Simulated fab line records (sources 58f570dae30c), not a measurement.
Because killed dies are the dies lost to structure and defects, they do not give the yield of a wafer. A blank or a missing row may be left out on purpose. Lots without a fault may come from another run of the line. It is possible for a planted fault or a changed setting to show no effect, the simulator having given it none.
fab line records / flow berkeleyCmos170
record lots=6 wafers=18 lastDay=13
route steps=331 shown WELLDRIVE@59 ACTIVE@60
lots that met no fault: taken from a fault-free run of the same line
startH: start of the lot's first displayed wafer, in hours after the record's first day / waitH: hours elapsed since this lot's preceding step / " repeats the value in the row above / L1.1+2: several wafers, shown together as one row / - either no value or no given start / * or withheld: withheld / < > ~ a bound
route shown NAME@n: NAME is a module with steps in the file, n the number in the route of the first one / usual: average and standard deviation across the fault-free wafers / same: alike in all rows / chamber/n: place in a boat / sites: per-site readings / _std_site: the values' standard deviation / _edge_site: outer sites' mean less inner sites' / radiusMm: how far each site lies from the wafer's centre / mask NAME#n: copy n / behind: the tool/chamber that last shaped the wafer / hold: why the lot went on hold/how many hours it stayed there/how the hold came to an end / device: transistor that didn't switch, given as n, p or np / end of line: tests run on the same wafers once the route is complete / a step without rows: its recipe alone / killed: the dies lost at the first sort to structure and to defects; this is not the yield of the wafer / map: shows each die of a wafer: x if killed, . if not, _ if none is there
set.NAME: setting as actually run; set.NAME@STEP: the setting as run at that earlier step / model.NAME: the simulator's own value behind a step, which no gauge read
a table for each step, a row for each wafer; lots at some steps of the route
## steps
# step UCB170_WELLDRIVE_WET_ETCH_04
# recipe chemistry=BOE dilution=5:1 target=SiO2 tempC=25 timeS=120
# step UCB170_ACTIVE_CLEAN_00
# recipe chemistry=SPM tempC=120 timeS=600
# step UCB170_ACTIVE_CLEAN_01
# recipe chemistry=dHF dilution=25:1 timeS=60
# step UCB170_ACTIVE_OXIDATION_02
# recipe tempC=1000 ambient=O2 targetThkA=264 oxTimeS=1260
# step UCB170_ACTIVE_THK_MEAS_03
# recipe reads=SiO2_of_ACTIVE_OXIDATION_02
# usual ACTIVE_OXIDE_THK=26.5/0.47
lot.wafer=L446.1 tool=filmMetro-02 chamber=- startH=91.33 waitH=0.0 ACTIVE_OXIDE_THK[nm]=26.7
lot.wafer=L446.4 tool=filmMetro-02 chamber=- startH=91.33 waitH=0.0 ACTIVE_OXIDE_THK[nm]=27.0
lot.wafer=L446.5 tool=filmMetro-02 chamber=- startH=91.33 waitH=0.0 ACTIVE_OXIDE_THK[nm]=27.1
lot.wafer=L452.3 tool=filmMetro-02 chamber=- startH=122.67 waitH=0.0 ACTIVE_OXIDE_THK[nm]=26.7
lot.wafer=L452.4 tool=filmMetro-02 chamber=- startH=122.67 waitH=0.0 ACTIVE_OXIDE_THK[nm]=26.1
lot.wafer=L452.5 tool=filmMetro-02 chamber=- startH=122.67 waitH=0.0 ACTIVE_OXIDE_THK[nm]=26.0
lot.wafer=L460.1 tool=filmMetro-01 chamber=- startH=155.46 waitH=0.0 ACTIVE_OXIDE_THK[nm]=26.0
lot.wafer=L460.3 tool=filmMetro-01 chamber=- startH=155.46 waitH=0.0 ACTIVE_OXIDE_THK[nm]=25.8
lot.wafer=L460.6 tool=filmMetro-01 chamber=- startH=155.46 waitH=0.0 ACTIVE_OXIDE_THK[nm]=26.0
lot.wafer=L459.4 tool=filmMetro-03 chamber=- startH=155.49 waitH=0.0 ACTIVE_OXIDE_THK[nm]=25.7
lot.wafer=L459.5 tool=filmMetro-03 chamber=- startH=155.49 waitH=0.0 ACTIVE_OXIDE_THK[nm]=25.9
lot.wafer=L459.6 tool=filmMetro-03 chamber=- startH=155.49 waitH=0.0 ACTIVE_OXIDE_THK[nm]=26.0
lot.wafer=L463.1 tool=filmMetro-02 chamber=- startH=180.36 waitH=0.0 ACTIVE_OXIDE_THK[nm]=27.1
lot.wafer=L463.2 tool=filmMetro-02 chamber=- startH=180.36 waitH=0.0 ACTIVE_OXIDE_THK[nm]=26.9
lot.wafer=L463.5 tool=filmMetro-02 chamber=- startH=180.36 waitH=0.0 ACTIVE_OXIDE_THK[nm]=27.0
lot.wafer=L467.1 tool=filmMetro-02 chamber=- startH=199.83 waitH=0.0 ACTIVE_OXIDE_THK[nm]=26.2
lot.wafer=L467.2 tool=filmMetro-02 chamber=- startH=199.83 waitH=0.0 ACTIVE_OXIDE_THK[nm]=26.2
lot.wafer=L467.3 tool=filmMetro-02 chamber=- startH=199.83 waitH=0.0 ACTIVE_OXIDE_THK[nm]=26.1
# step UCB170_ACTIVE_ANNEAL_04
# recipe tempC=1000 timeS=900 ambient=N2
# step UCB170_ACTIVE_CVD_05
# recipe material=Si3N4 targetThkNm=220 tempC=800 precursor=SiH2Cl2/NH3 timeS=3300 pressureMtorr=200 sih2cl2FlowSccm=25 nh3FlowSccm=75
# step UCB170_ACTIVE_THK_MEAS_06
# recipe reads=Si3N4_of_ACTIVE_CVD_05
# usual ACTIVE_NITRIDE_THK=219.1/2.2
lot.wafer=L446.1 tool=filmMetro-03 chamber=- startH=99.48 waitH=0.0 ACTIVE_NITRIDE_THK[nm]=219.3
lot.wafer=L446.4 tool=filmMetro-03 chamber=- startH=99.48 waitH=0.0 ACTIVE_NITRIDE_THK[nm]=218.7
lot.wafer=L446.5 tool=filmMetro-03 chamber=- startH=99.48 waitH=0.0 ACTIVE_NITRIDE_THK[nm]=218.0
lot.wafer=L452.3 tool=filmMetro-01 chamber=- startH=129.93 waitH=0.0 ACTIVE_NITRIDE_THK[nm]=217.5
lot.wafer=L452.4 tool=filmMetro-01 chamber=- startH=129.93 waitH=0.0 ACTIVE_NITRIDE_THK[nm]=217.6
lot.wafer=L452.5 tool=filmMetro-01 chamber=- startH=129.93 waitH=0.0 ACTIVE_NITRIDE_THK[nm]=216.7
lot.wafer=L460.1 tool=filmMetro-01 chamber=- startH=165.29 waitH=0.0 ACTIVE_NITRIDE_THK[nm]=218.1
lot.wafer=L460.3 tool=filmMetro-01 chamber=- startH=165.29 waitH=0.0 ACTIVE_NITRIDE_THK[nm]=218.6
lot.wafer=L460.6 tool=filmMetro-01 chamber=- startH=165.29 waitH=0.0 ACTIVE_NITRIDE_THK[nm]=217.7
lot.wafer=L459.4 tool=filmMetro-03 chamber=- startH=165.32 waitH=0.0 ACTIVE_NITRIDE_THK[nm]=217.4
lot.wafer=L459.5 tool=filmMetro-03 chamber=- startH=165.32 waitH=0.0 ACTIVE_NITRIDE_THK[nm]=216.7
lot.wafer=L459.6 tool=filmMetro-03 chamber=- startH=165.32 waitH=0.0 ACTIVE_NITRIDE_THK[nm]=214.9
lot.wafer=L463.1 tool=filmMetro-03 chamber=- startH=191.15 waitH=0.0 ACTIVE_NITRIDE_THK[nm]=225.5
lot.wafer=L463.2 tool=filmMetro-03 chamber=- startH=191.15 waitH=0.0 ACTIVE_NITRIDE_THK[nm]=223.8
lot.wafer=L463.5 tool=filmMetro-03 chamber=- startH=191.15 waitH=0.0 ACTIVE_NITRIDE_THK[nm]=224.1
lot.wafer=L467.1 tool=filmMetro-03 chamber=- startH=208.28 waitH=0.0 ACTIVE_NITRIDE_THK[nm]=217.8
lot.wafer=L467.2 tool=filmMetro-03 chamber=- startH=208.28 waitH=0.0 ACTIVE_NITRIDE_THK[nm]=217.7
lot.wafer=L467.3 tool=filmMetro-03 chamber=- startH=208.28 waitH=0.0 ACTIVE_NITRIDE_THK[nm]=217.3
# step UCB170_ACTIVE_HMDS_07
# recipe primeTimeS=60 primeTempC=100
# step UCB170_ACTIVE_COAT_08
# recipe resist=KrF spinRpm=1500 resistThkNm=900
# step UCB170_ACTIVE_SOFTBAKE_09
# recipe resist=KrF tempC=130 timeS=60
# step UCB170_ACTIVE_EXPOSE_10
# recipe maskId=ACTIVE targetCdNm=1200 na=0.5 sigmaOuter=0.6 sourceShape=conventional doseMj=20
# step UCB170_ACTIVE_PEB_11
# recipe pebTempC=130 pebTimeS=withheld resist=KrF
# usual chillPlateTempC=22.99/0.12 exhaustPa=45.0/0.78 plateTempC=129.98/0.12
lot.wafer=L446.1 tool=lithoTrack-01 chamber=0 startH=100.80 waitH=0.3 chillPlateTempC=22.99 exhaustPa=44.0 plateTempC=130.02
lot.wafer=L446.4 tool=lithoTrack-01 chamber=0 startH=100.80 waitH=0.3 chillPlateTempC=23.09 exhaustPa=44.5 plateTempC=129.95
lot.wafer=L446.5 tool=lithoTrack-01 chamber=0 startH=100.80 waitH=0.3 chillPlateTempC=22.95 exhaustPa=43.2 plateTempC=130.11
lot.wafer=L452.3 tool=lithoTrack-01 chamber=0 startH=131.65 waitH=0.6 chillPlateTempC=22.83 exhaustPa=44.7 plateTempC=129.82
lot.wafer=L452.4 tool=lithoTrack-01 chamber=0 startH=131.65 waitH=0.6 chillPlateTempC=22.88 exhaustPa=47.0 plateTempC=129.81
lot.wafer=L452.5 tool=lithoTrack-01 chamber=0 startH=131.65 waitH=0.6 chillPlateTempC=22.88 exhaustPa=46.1 plateTempC=130.05
lot.wafer=L459.4 tool=lithoTrack-04 chamber=- startH=166.11 waitH=0.1 chillPlateTempC=- exhaustPa=- plateTempC=-
lot.wafer=L459.5 tool=lithoTrack-04 chamber=- startH=166.11 waitH=0.1 chillPlateTempC=- exhaustPa=- plateTempC=-
lot.wafer=L459.6 tool=lithoTrack-04 chamber=- startH=166.11 waitH=0.1 chillPlateTempC=- exhaustPa=- plateTempC=-
lot.wafer=L460.1 tool=lithoTrack-01 chamber=- startH=166.43 waitH=0.3 chillPlateTempC=- exhaustPa=- plateTempC=-
lot.wafer=L460.3 tool=lithoTrack-01 chamber=- startH=166.43 waitH=0.3 chillPlateTempC=- exhaustPa=- plateTempC=-
lot.wafer=L460.6 tool=lithoTrack-01 chamber=- startH=166.43 waitH=0.3 chillPlateTempC=- exhaustPa=- plateTempC=-
lot.wafer=L463.1 tool=lithoTrack-02 chamber=0 startH=192.01 waitH=0.1 chillPlateTempC=23.03 exhaustPa=44.8 plateTempC=130.03
lot.wafer=L463.2 tool=lithoTrack-02 chamber=0 startH=192.01 waitH=0.1 chillPlateTempC=23.10 exhaustPa=45.7 plateTempC=129.78
lot.wafer=L463.5 tool=lithoTrack-02 chamber=0 startH=192.01 waitH=0.1 chillPlateTempC=22.89 exhaustPa=45.7 plateTempC=130.05
lot.wafer=L467.1 tool=lithoTrack-01 chamber=0 startH=210.41 waitH=0.9 chillPlateTempC=22.87 exhaustPa=44.6 plateTempC=129.67
lot.wafer=L467.2 tool=lithoTrack-01 chamber=0 startH=210.41 waitH=0.9 chillPlateTempC=22.82 exhaustPa=44.2 plateTempC=129.95
lot.wafer=L467.3 tool=lithoTrack-01 chamber=0 startH=210.41 waitH=0.9 chillPlateTempC=22.90 exhaustPa=44.8 plateTempC=130.00
# step UCB170_ACTIVE_DEVELOP_12
# recipe developer=TMAH developTimeS=45 resist=KrF devTempC=21
## key
firstSign step=UCB170_ACTIVE_PEB_11 reading=toolRecord direction=missing
effect none on later readings
metAt UCB170_ACTIVE_PEB_11
struckWafers L459.4,L459.5,L459.6,L460.1,L460.3,L460.6
laterRowsLeftOut L459.4,L459.5,L459.6,L460.1,L460.3,L460.6
sortLeftOut L459.4,L459.5,L459.6,L460.1,L460.3,L460.6
testerLeftOut L459,L460
onsetBetween 131.65 166.11
fault kind=skippedStepWhole tool=lithoTrack-01,lithoTrack-04 chamber=- onsetH=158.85 steps=UCB170_ACTIVE_PEB_11 scope=struckLotsOnly
# testerLeftOut: of these lots the tester's yield and bins aren't shown, on N5 and GAA mostly nor the transistor test; their killed dies are dies lost to structure and defects alone, not to doping, threshold or leakage, so they don't give the yield
# sortLeftOut: the simulated sort isn't trusted on such a fault, so these wafers' sort isn't shown, and their yield isn't known
# laterRowsLeftOut: the simulator's readings of these wafers behind a module that went badly wrong aren't trusted and aren't shown, but for the sort
